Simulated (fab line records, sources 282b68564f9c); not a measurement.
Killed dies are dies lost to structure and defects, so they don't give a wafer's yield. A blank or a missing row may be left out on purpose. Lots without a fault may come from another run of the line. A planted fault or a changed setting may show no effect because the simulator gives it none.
Which tool did it? | flow rit_cmos | 13 lots, 39 wafers sampled, at 5 steps of a route of 202

WHAT THE GAUGES READ, wafer by wafer
The record holds no reading of a measuring or inspecting step that can be judged against a usual standard deviation.

WHICH TOOL RAN EACH LOT (tool, then ch and the chambers of the sampled wafers, then the start)
lot  | RIT_PWELL_EXPOSE_03                | RIT_GATE_ETCH_19                | RIT_GATE_STRIP_20                   | RIT_PSD_STRIP_09                    | RIT_M1_PROBE_99
L738 | iline_stepper-01 ch 0, day 2 06:14 | rie_si-01 ch 0,1, day 2 23:48   | plasma_asher-01 ch 0,1, day 2 23:55 | plasma_asher-01 ch 0,1, day 3 11:39 | prober-01, day 3 19:49
L740 | iline_stepper-01 ch 0, day 2 11:35 | rie_si-01 ch 0,3, day 3 03:41   | plasma_asher-01 ch 0,1, day 3 03:48 | plasma_asher-01 ch 0,1, day 3 15:55 | prober-01, day 4 00:25
L741 | iline_stepper-01 ch 0, day 2 15:07 | rie_si-02 ch 2,3, day 3 06:20   | plasma_asher-03 ch 0,1, day 3 06:26 | plasma_asher-03 ch 0,1, day 3 20:22 | prober-02, day 4 05:16
L742 | iline_stepper-02 ch 0, day 3 02:03 | rie_si-01 ch 0,2,3, day 3 20:56 | plasma_asher-03 ch 0,1, day 3 21:03 | plasma_asher-03 ch 0,1, day 4 10:13 | prober-01, day 4 20:08
L746 | iline_stepper-02 ch 0, day 3 15:40 | rie_si-01 ch 0,1,2, day 4 06:15 | plasma_asher-01 ch 0,1, day 4 06:22 | plasma_asher-04 ch 0,1, day 4 19:53 | prober-02, day 5 04:06
L748 | iline_stepper-01 ch 0, day 4 00:45 | rie_si-01 ch 0,1,2, day 4 16:11 | plasma_asher-04 ch 0,1, day 4 16:18 | plasma_asher-03 ch 0,1, day 5 04:39 | prober-02, day 5 12:46
L751 | iline_stepper-01 ch 0, day 4 16:22 | rie_si-02 ch 2,3, day 5 09:37   | plasma_asher-03 ch 0,1, day 5 09:47 | plasma_asher-01 ch 0,1, day 5 23:14 | prober-01, day 6 07:22
L753 | iline_stepper-01 ch 0, day 5 02:07 | rie_si-02 ch 0,2,3, day 5 20:11 | plasma_asher-04 ch 0,1, day 5 20:18 | plasma_asher-03 ch 0,1, day 6 07:45 | prober-01, day 6 15:38
L756 | iline_stepper-01 ch 0, day 5 16:12 | rie_si-01 ch 1,3, day 6 13:26   | plasma_asher-01 ch 0,1, day 6 13:32 | plasma_asher-01 ch 0,1, day 7 04:19 | prober-02, day 7 12:20
L757 | iline_stepper-01 ch 0, day 5 23:22 | rie_si-02 ch 0,1,2, day 6 23:35 | plasma_asher-04 ch 0,1, day 6 23:41 | plasma_asher-04 ch 0,1, day 7 11:15 | prober-01, day 7 19:44
L758 | iline_stepper-02 ch 0, day 6 04:34 | rie_si-01 ch 1,3, day 7 01:49   | plasma_asher-04 ch 0,1, day 7 01:55 | plasma_asher-03 ch 0,1, day 7 14:54 | prober-02, day 7 23:04
L759 | iline_stepper-02 ch 0, day 6 12:02 | rie_si-02 ch 0,3, day 7 10:05   | plasma_asher-01 ch 0,1, day 7 10:11 | plasma_asher-03 ch 0,1, day 7 21:49 | prober-01, day 8 05:58
L761 | iline_stepper-01 ch 0, day 7 00:50 | rie_si-02 ch 0,1,2, day 7 19:28 | plasma_asher-01 ch 0, day 7 19:34   | plasma_asher-01 ch 1, day 8 08:52   | prober-01, day 8 16:47
- RIT_PWELL_EXPOSE_03: exposes mask M3, target cd 43700 nm.
- RIT_GATE_ETCH_19: etches poly-Si in SF6/CHF3/O2, stops on SiO2, time 165 s, target depth 312.5 nm.
- RIT_GATE_STRIP_20: strips in O2, time 180 s.
- RIT_PSD_STRIP_09: strips in O2, time 180 s.
- RIT_M1_PROBE_99

WHAT THE TOOLS THEMSELVES READ (means of the sampled wafers that have a number; where no wafer has one, the mark that the record gives instead)
RIT_GATE_ETCH_19. Usual: drypump_motor_current_A 5.9 A, standard deviation 0.41; oes_product_au 0.849 a.u., standard deviation 0.012; rf_fwd_power_W 159.4 W, standard deviation 0.49; throttle_valve_pct 10.29 %, standard deviation 0.14.
lot  | tool      | drypump_motor_current_A (A) | oes_product_au (a.u.) | rf_fwd_power_W (W) | throttle_valve_pct (%) | flag
L738 | rie_si-01 | 5.8                         | 0.861                 | 159.5              | 10.22                  |
L740 | rie_si-01 | 5.6                         | 0.844                 | 159.9              | 10.21                  |
L741 | rie_si-02 | 6.3                         | 0.853                 | 159.1              | 10.47                  |
L742 | rie_si-01 | 5.7                         | 0.841                 | 159.2              | 10.19                  |
L746 | rie_si-01 | 5.8                         | 0.857                 | 159.2              | 10.16                  |
L748 | rie_si-01 | 5.8                         | 0.857                 | 159.6              | 10.15                  |
L751 | rie_si-02 | 6.3                         | 0.870                 | 159.3              | 10.48                  |
L753 | rie_si-02 | 6.2                         | 0.855                 | 159.7              | 10.37                  |
L756 | rie_si-01 | 5.6                         | 0.847                 | 159.4              | 10.30                  |
L757 | rie_si-02 | 6.2                         | 0.856                 | 159.2              | 10.36                  |
L758 | rie_si-01 | 5.7                         | 0.852                 | 159.8              | 10.27                  |
L759 | rie_si-02 | 5.9                         | 0.844                 | 159.3              | 10.28                  |
L761 | rie_si-02 | 6.2                         | 0.852                 | 159.6              | 10.36                  |

RIT_GATE_STRIP_20. Usual: drypump_motor_current_A 5.8 A, standard deviation 0.49.
lot  | tool            | drypump_motor_current_A (A) | flag
L738 | plasma_asher-01 | 5.3                         |
L740 | plasma_asher-01 | 5.4                         |
L741 | plasma_asher-03 | 6.0                         |
L742 | plasma_asher-03 | 6.0                         |
L746 | plasma_asher-01 | 5.2                         |
L748 | plasma_asher-04 | 6.2                         |
L751 | plasma_asher-03 | 5.9                         |
L753 | plasma_asher-04 | 6.2                         |
L756 | plasma_asher-01 | 5.2                         |
L757 | plasma_asher-04 | 6.2                         |
L758 | plasma_asher-04 | 6.3                         |
L759 | plasma_asher-01 | 5.3                         |
L761 | plasma_asher-01 | 5.6                         |

RIT_PSD_STRIP_09. Usual: drypump_motor_current_A 5.7 A, standard deviation 0.46.
lot  | tool            | drypump_motor_current_A (A) | flag
L738 | plasma_asher-01 | 5.4                         |
L740 | plasma_asher-01 | 5.2                         |
L741 | plasma_asher-03 | 6.0                         |
L742 | plasma_asher-03 | 6.0                         |
L746 | plasma_asher-04 | 6.2                         |
L748 | plasma_asher-03 | 6.0                         |
L751 | plasma_asher-01 | 5.3                         |
L753 | plasma_asher-03 | 5.9                         |
L756 | plasma_asher-01 | 5.4                         |
L757 | plasma_asher-04 | 6.2                         |
L758 | plasma_asher-03 | 5.9                         |
L759 | plasma_asher-03 | 6.0                         |
L761 | plasma_asher-01 | 5.0                         |

RIT_M1_PROBE_99. Usual: killed_at_M0_to_M3 0.0, standard deviation 0.12; killed_at_contacts 0.0, standard deviation 0.2; killed_at_front_end 7, standard deviation 3; killed_dies 7, standard deviation 3; killed_open 3.4, standard deviation 1.8; killed_short 3.8, standard deviation 2.1.
lot  | tool      | killed_at_M0_to_M3 | killed_at_contacts | killed_at_front_end | killed_dies | killed_open | killed_short | flag
L738 | prober-01 | 0.0                | 0.3                | 9                   | 10          | 6.3         | 3.3          |
L740 | prober-01 | 0.0                | 0.0                | 7                   | 7           | 5.3         | 2.0          |
L741 | prober-02 | 0.0                | 0.0                | 6                   | 6           | 2.7         | 3.7          |
L742 | prober-01 | 0.0                | 0.0                | 6                   | 6           | 3.7         | 2.0          |
L746 | prober-02 | 0.0                | 0.0                | 3                   | 3           | 1.3         | 1.3          |
L748 | prober-02 | 0.0                | 0.0                | 8                   | 8           | 3.0         | 4.7          |
L751 | prober-01 | 0.0                | 0.3                | 4                   | 4           | 3.3         | 1.0          |
L753 | prober-01 | 0.0                | 0.0                | 6                   | 6           | 2.0         | 4.3          |
L756 | prober-02 | 0.0                | 0.0                | 10                  | 10          | 5.7         | 4.0          |
L757 | prober-01 | 0.0                | 0.0                | 8                   | 8           | 2.0         | 5.7          |
L758 | prober-02 | 0.0                | 0.0                | 9                   | 9           | 4.3         | 5.0          |
L759 | prober-01 | 0.3                | 0.0                | 8                   | 9           | 3.7         | 5.0          |
L761 | prober-01 | 0.0                | 0.3                | 11                  | 11          | 4.0         | 7.0          |

THE ANSWER, worked out from the rows above alone
Rule: a lot is off if the mean of its wafers that have a number lies more than 3 standard deviations from the usual mean. A lot without any number at a reading at which 4 lots or more have one is off too. The other lots that the step has rows for count as sound. The gauges are gone through in route order, then the tools' own readings, and for those a lot's mean is taken as printed above. The first step at which some lot is off is used, and at that step the reading that is off furthest; a lot without a number counts as furthest.
No lot is off at any reading shown: from this, nothing can be told.

WHAT THE SIMULATOR HAD PUT IN
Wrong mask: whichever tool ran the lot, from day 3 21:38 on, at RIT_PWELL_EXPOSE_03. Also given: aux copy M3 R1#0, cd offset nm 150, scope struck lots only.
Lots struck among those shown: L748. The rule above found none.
